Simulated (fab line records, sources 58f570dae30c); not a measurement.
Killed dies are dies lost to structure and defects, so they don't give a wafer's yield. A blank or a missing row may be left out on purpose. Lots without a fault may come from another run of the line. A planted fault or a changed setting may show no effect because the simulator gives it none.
Which tool did it? | flow berkeley_cmos170 | 24 lots, 72 wafers sampled, at 6 steps of a route of 331

WHAT THE GAUGES READ, wafer by wafer
UCB170_PFIELD_TW_MEAS_09.
lot  | measured    | on            | PFIELD_TW
L074 | day 4 11:37 | film_metro-04 | 601 602 599
L075 | day 4 14:04 | film_metro-02 | 607 607 605
L076 | day 4 14:31 | film_metro-02 | 600 605 602
L077 | day 5 01:37 | film_metro-02 | 608 605 604
L079 | day 5 09:08 | film_metro-04 | 601 599 594
L078 | day 5 09:14 | film_metro-02 | 605 605 599
L081 | day 5 13:17 | film_metro-02 | 601 605 603
L080 | day 5 13:35 | film_metro-02 | 600 605 602
L082 | day 6 04:53 | film_metro-03 | 596 598 602
L084 | day 6 13:40 | film_metro-04 | 600 603 607
L086 | day 6 14:40 | film_metro-04 | 600 601 606
L083 | day 6 14:59 | film_metro-03 | 598 597 597
L085 | day 6 15:13 | film_metro-03 | 596 595 597
L087 | day 7 03:02 | film_metro-03 | 598 597 599
L089 | day 7 08:15 | film_metro-04 | 600 598 601
L088 | day 7 08:31 | film_metro-02 | 599 599 602
L090 | day 7 20:05 | film_metro-02 | 601 604 603
L091 | day 7 20:22 | film_metro-02 | 599 599 602
L092 | day 8 02:17 | film_metro-04 | 598 597 597
L093 | day 8 02:25 | film_metro-02 | 597 603 599
L094 | day 8 15:45 | film_metro-03 | 594 598 595
L095 | day 8 15:50 | film_metro-02 | 602 600 598
L096 | day 8 16:01 | film_metro-03 | 595 595 597
L097 | day 9 03:44 | film_metro-02 | 604 606 606

UCB170_NVT_TW_MEAS_09.
lot  | measured     | on            | NVT_TW
L074 | day 5 14:26  | film_metro-04 | 520 519 519
L075 | day 5 14:31  | film_metro-03 | 520 521 519
L076 | day 5 14:47  | film_metro-02 | 526 525 524
L077 | day 6 03:05  | film_metro-04 | 523 524 526
L079 | day 6 12:05  | film_metro-03 | 524 520 520
L078 | day 6 11:55  | film_metro-04 | 527 527 523
L081 | day 6 17:59  | film_metro-04 | 528 527 523
L080 | day 6 17:51  | film_metro-03 | 523 519 522
L082 | day 7 09:47  | film_metro-02 | 527 525 527
L084 | day 7 16:31  | film_metro-02 | 525 521 527
L086 | day 7 16:13  | film_metro-04 | 523 521 524
L083 | day 7 16:02  | film_metro-04 | 519 523 520
L085 | day 7 16:29  | film_metro-04 | 521 519 520
L087 | day 8 10:35  | film_metro-02 | 523 519 522
L089 | day 8 16:01  | film_metro-02 | 524 526 524
L088 | day 8 16:17  | film_metro-02 | 527 525 524
L090 | day 8 22:38  | film_metro-02 | 523 525 524
L091 | day 8 22:37  | film_metro-03 | 523 518 519
L092 | day 9 04:46  | film_metro-03 | 518 520 516
L093 | day 9 05:00  | film_metro-02 | 527 527 524
L094 | day 9 20:22  | film_metro-04 | 522 523 519
L095 | day 9 20:29  | film_metro-02 | 529 528 526
L096 | day 9 20:35  | film_metro-04 | 522 524 523
L097 | day 10 02:59 | film_metro-03 | 519 519 518

UCB170_PVT_OVL_MEAS_06.
lot  | measured     | on         | PVT_OVL (nm)
L074 | day 5 17:56  | overlay-01 | 3 0 -2
L075 | day 5 17:38  | overlay-02 | -4 -2 -6
L076 | day 5 17:55  | overlay-02 | -12 -1 -13
L077 | day 6 04:31  | overlay-02 | 8 -4 3
L079 | day 6 13:58  | overlay-02 | -5 -4 -3
L078 | day 6 13:20  | overlay-02 | -7 -6 -3
L081 | day 6 19:41  | overlay-02 | -1 -5 1
L080 | day 6 19:58  | overlay-02 | -6 -1 -12
L082 | day 7 10:56  | overlay-01 | -7 -3 -8
L084 | day 7 19:52  | overlay-01 | -4 -3 -15
L086 | day 7 19:54  | overlay-02 | -4 7 6
L083 | day 7 17:29  | overlay-01 | -1 -2 -5
L085 | day 7 19:37  | overlay-01 | -2 -3 -2
L087 | day 8 12:21  | overlay-01 | -3 -3 -6
L089 | day 8 17:37  | overlay-02 | -13 -13 -12
L088 | day 8 17:41  | overlay-01 | 5 -2 -1
L090 | day 9 00:21  | overlay-02 | -1 -1 -1
L091 | day 9 00:28  | overlay-01 | -4 -7 -6
L092 | day 9 06:25  | overlay-02 | -3 -13 -14
L093 | day 9 06:25  | overlay-01 | 3 -5 -14
L094 | day 9 23:05  | overlay-02 | -6 -17 -8
L095 | day 9 23:12  | overlay-01 | -5 -5 7
L096 | day 9 23:49  | overlay-01 | 1 2 4
L097 | day 10 04:22 | overlay-02 | -7 5 1

UCB170_NLDD_OVL_MEAS_07.
lot  | measured     | on         | NLDD_OVL (nm)
L074 | day 6 09:30  | overlay-02 | 0 -7 -5
L075 | day 6 09:46  | overlay-01 | 0 1 0
L076 | day 6 10:14  | overlay-02 | -3 -3 2
L077 | day 6 19:47  | overlay-01 | 11 -9 -2
L079 | day 7 03:47  | overlay-02 | -1 6 -3
L078 | day 7 03:25  | overlay-02 | -1 -8 -8
L081 | day 7 10:29  | overlay-02 | 12 11 4
L080 | day 7 11:06  | overlay-02 | -8 -6 -16
L082 | day 8 03:38  | overlay-01 | -2 2 8
L084 | day 8 09:50  | overlay-02 | -7 -1 -6
L086 | day 8 08:59  | overlay-01 | -3 6 -9
L083 | day 8 09:35  | overlay-01 | 6 -3 3
L085 | day 8 10:04  | overlay-02 | 0 9 3
L087 | day 9 05:46  | overlay-01 | 5 2 3
L089 | day 9 10:12  | overlay-01 | 9 -10 0
L088 | day 9 10:39  | overlay-02 | 9 -1 6
L090 | day 9 20:07  | overlay-01 | -2 -4 -10
L091 | day 9 20:02  | overlay-01 | -7 1 -10
L092 | day 10 00:31 | overlay-02 | -6 12 6
L093 | day 10 00:22 | overlay-01 | -6 -6 -1
L094 | day 10 16:02 | overlay-02 | 8 -5 4
L095 | day 10 16:18 | overlay-02 | -3 -5 0
L096 | day 10 15:35 | overlay-01 | -2 -5 -6
L097 | day 10 22:07 | overlay-02 | 5 -5 13

WHICH TOOL RAN EACH LOT (tool, then ch and the chambers of the sampled wafers, then the start)
lot  | UCB170_PFIELD_STRIP_08              | UCB170_PVT_STRIP_08
L074 | plasma_asher-01 ch 0,1, day 4 11:32 | plasma_asher-01 ch 0,1, day 5 18:08
L075 | plasma_asher-02 ch 0,1, day 4 13:58 | plasma_asher-01 ch 0,1, day 5 17:49
L076 | plasma_asher-01 ch 0,1, day 4 14:25 | plasma_asher-04 ch 0,1, day 5 18:06
L077 | plasma_asher-03 ch 0,1, day 5 01:31 | plasma_asher-04 ch 0,1, day 6 04:43
L079 | plasma_asher-01 ch 1, day 5 09:02   | plasma_asher-02 ch 1, day 6 14:10
L078 | plasma_asher-02 ch 0,1, day 5 09:08 | plasma_asher-01 ch 0,1, day 6 13:31
L081 | plasma_asher-01 ch 0,1, day 5 13:11 | plasma_asher-04 ch 0,1, day 6 19:52
L080 | plasma_asher-03 ch 0,1, day 5 13:29 | plasma_asher-04 ch 0,1, day 6 20:10
L082 | plasma_asher-01 ch 0,1, day 6 04:47 | plasma_asher-02 ch 0,1, day 7 11:07
L084 | plasma_asher-03 ch 0,1, day 6 13:33 | plasma_asher-02 ch 0,1, day 7 20:03
L086 | plasma_asher-03 ch 0,1, day 6 14:35 | plasma_asher-04 ch 0,1, day 7 20:07
L083 | plasma_asher-02 ch 0,1, day 6 14:53 | plasma_asher-01 ch 0,1, day 7 17:40
L085 | plasma_asher-01 ch 0,1, day 6 15:06 | plasma_asher-04 ch 0,1, day 7 19:48
L087 | plasma_asher-01 ch 0,1, day 7 02:56 | plasma_asher-01 ch 0,1, day 8 12:32
L089 | plasma_asher-01 ch 0,1, day 7 08:09 | plasma_asher-02 ch 0,1, day 8 17:48
L088 | plasma_asher-02 ch 0,1, day 7 08:26 | plasma_asher-01 ch 0,1, day 8 17:52
L090 | plasma_asher-01 ch 0,1, day 7 19:59 | plasma_asher-02 ch 0,1, day 9 00:32
L091 | plasma_asher-01 ch 0,1, day 7 20:16 | plasma_asher-01 ch 0,1, day 9 00:39
L092 | plasma_asher-02 ch 0,1, day 8 02:11 | plasma_asher-01 ch 0,1, day 9 06:35
L093 | plasma_asher-01 ch 0,1, day 8 02:19 | plasma_asher-04 ch 0,1, day 9 06:36
L094 | plasma_asher-02 ch 0,1, day 8 15:40 | plasma_asher-04 ch 0,1, day 9 23:18
L095 | plasma_asher-03 ch 1, day 8 15:44   | plasma_asher-02 ch 0,1, day 9 23:23
L096 | plasma_asher-01 ch 0,1, day 8 15:56 | plasma_asher-04 ch 0,1, day 10 00:01
L097 | plasma_asher-03 ch 0,1, day 9 03:39 | plasma_asher-04 ch 0,1, day 10 04:34
- UCB170_PFIELD_STRIP_08: strips in O2.
- UCB170_PVT_STRIP_08: strips in O2.

WHAT THE TOOLS THEMSELVES READ (means of the sampled wafers that have a number; where no wafer has one, the mark that the record gives instead)
UCB170_PFIELD_STRIP_08.
lot  | tool            | drypump_motor_current_A (A) | oes_product_au (a.u.) | strip_time_to_endpoint_s (s)
L074 | plasma_asher-01 | 5.85                        | 0.737                 | 21.65
L075 | plasma_asher-02 | 5.69                        | 0.735                 | 21.61
L076 | plasma_asher-01 | 5.86                        | 0.736                 | 21.68
L077 | plasma_asher-03 | 5.71                        | 0.736                 | 21.59
L079 | plasma_asher-01 | 5.83                        | 0.736                 | 21.62
L078 | plasma_asher-02 | 5.68                        | 0.739                 | 21.73
L081 | plasma_asher-01 | 5.87                        | 0.728                 | 21.69
L080 | plasma_asher-03 | 5.59                        | 0.735                 | 21.69
L082 | plasma_asher-01 | 5.85                        | 0.734                 | 21.62
L084 | plasma_asher-03 | 5.60                        | 0.735                 | 21.65
L086 | plasma_asher-03 | 5.58                        | 0.733                 | 21.58
L083 | plasma_asher-02 | 5.75                        | 0.735                 | 21.60
L085 | plasma_asher-01 | 5.87                        | 0.729                 | 21.74
L087 | plasma_asher-01 | 5.88                        | 0.735                 | 21.66
L089 | plasma_asher-01 | 5.84                        | 0.738                 | 21.61
L088 | plasma_asher-02 | 5.69                        | 0.735                 | 21.66
L090 | plasma_asher-01 | 5.85                        | 0.733                 | 21.62
L091 | plasma_asher-01 | 5.89                        | 0.736                 | 21.70
L092 | plasma_asher-02 | 5.68                        | 0.733                 | 21.61
L093 | plasma_asher-01 | 5.88                        | 0.737                 | 21.69
L094 | plasma_asher-02 | 5.69                        | 0.731                 | 21.66
L095 | plasma_asher-03 | 5.48                        | 0.736                 | 21.67
L096 | plasma_asher-01 | 5.87                        | 0.733                 | 21.70
L097 | plasma_asher-03 | 5.73                        | 0.733                 | 21.65

UCB170_PVT_STRIP_08.
lot  | tool            | drypump_motor_current_A (A) | oes_product_au (a.u.) | strip_time_to_endpoint_s (s)
L074 | plasma_asher-01 | 5.85                        | 0.730                 | 21.74
L075 | plasma_asher-01 | 5.86                        | 0.734                 | 21.59
L076 | plasma_asher-04 | 5.88                        | 0.737                 | 21.75
L077 | plasma_asher-04 | 5.90                        | 0.734                 | 21.76
L079 | plasma_asher-02 | 5.79                        | 0.733                 | 21.58
L078 | plasma_asher-01 | 5.87                        | 0.731                 | 21.70
L081 | plasma_asher-04 | 5.82                        | 0.737                 | 21.63
L080 | plasma_asher-04 | 5.78                        | 0.735                 | 21.65
L082 | plasma_asher-02 | 5.72                        | 0.737                 | 21.60
L084 | plasma_asher-02 | 5.71                        | 0.734                 | 21.64
L086 | plasma_asher-04 | 5.81                        | 0.733                 | 21.72
L083 | plasma_asher-01 | 5.88                        | 0.738                 | 21.52
L085 | plasma_asher-04 | 5.89                        | 0.735                 | 21.70
L087 | plasma_asher-01 | 5.88                        | 0.734                 | 21.57
L089 | plasma_asher-02 | 5.67                        | 0.736                 | 21.75
L088 | plasma_asher-01 | 5.85                        | 0.736                 | 21.57
L090 | plasma_asher-02 | 5.76                        | 0.734                 | 21.54
L091 | plasma_asher-01 | 5.88                        | 0.733                 | 21.68
L092 | plasma_asher-01 | 5.87                        | 0.730                 | 21.59
L093 | plasma_asher-04 | 5.81                        | 0.729                 | 21.67
L094 | plasma_asher-04 | 5.83                        | 0.733                 | 21.69
L095 | plasma_asher-02 | 5.73                        | 0.738                 | 21.60
L096 | plasma_asher-04 | 5.88                        | 0.733                 | 21.71
L097 | plasma_asher-04 | 5.90                        | 0.735                 | 21.73

THE ANSWER, worked out from the rows above alone
Rule: what is usual is taken from the lots themselves. Put in order of their means at a reading, lots are off if they are a third of the lots or fewer, leave a main group of 4 or more, and stand apart from it by a gap of 3 or more times the standard deviation of the main group's means; of several such gaps the widest counts. A main group whose means are all the same, to the digits that the tables above print for the reading, isn't used. A lot without any number at a reading at which 4 lots or more have one is off too. The other lots that the step has rows for count as sound. The gauges are gone through in route order, then the tools' own readings, and for those a lot's mean is taken as printed above. The first step at which some lot is off is used, and at that step the reading that is off furthest; a lot without a number counts as furthest.
No lot is off at any reading shown: from this, nothing can be told.

WHAT THE SIMULATOR HAD PUT IN
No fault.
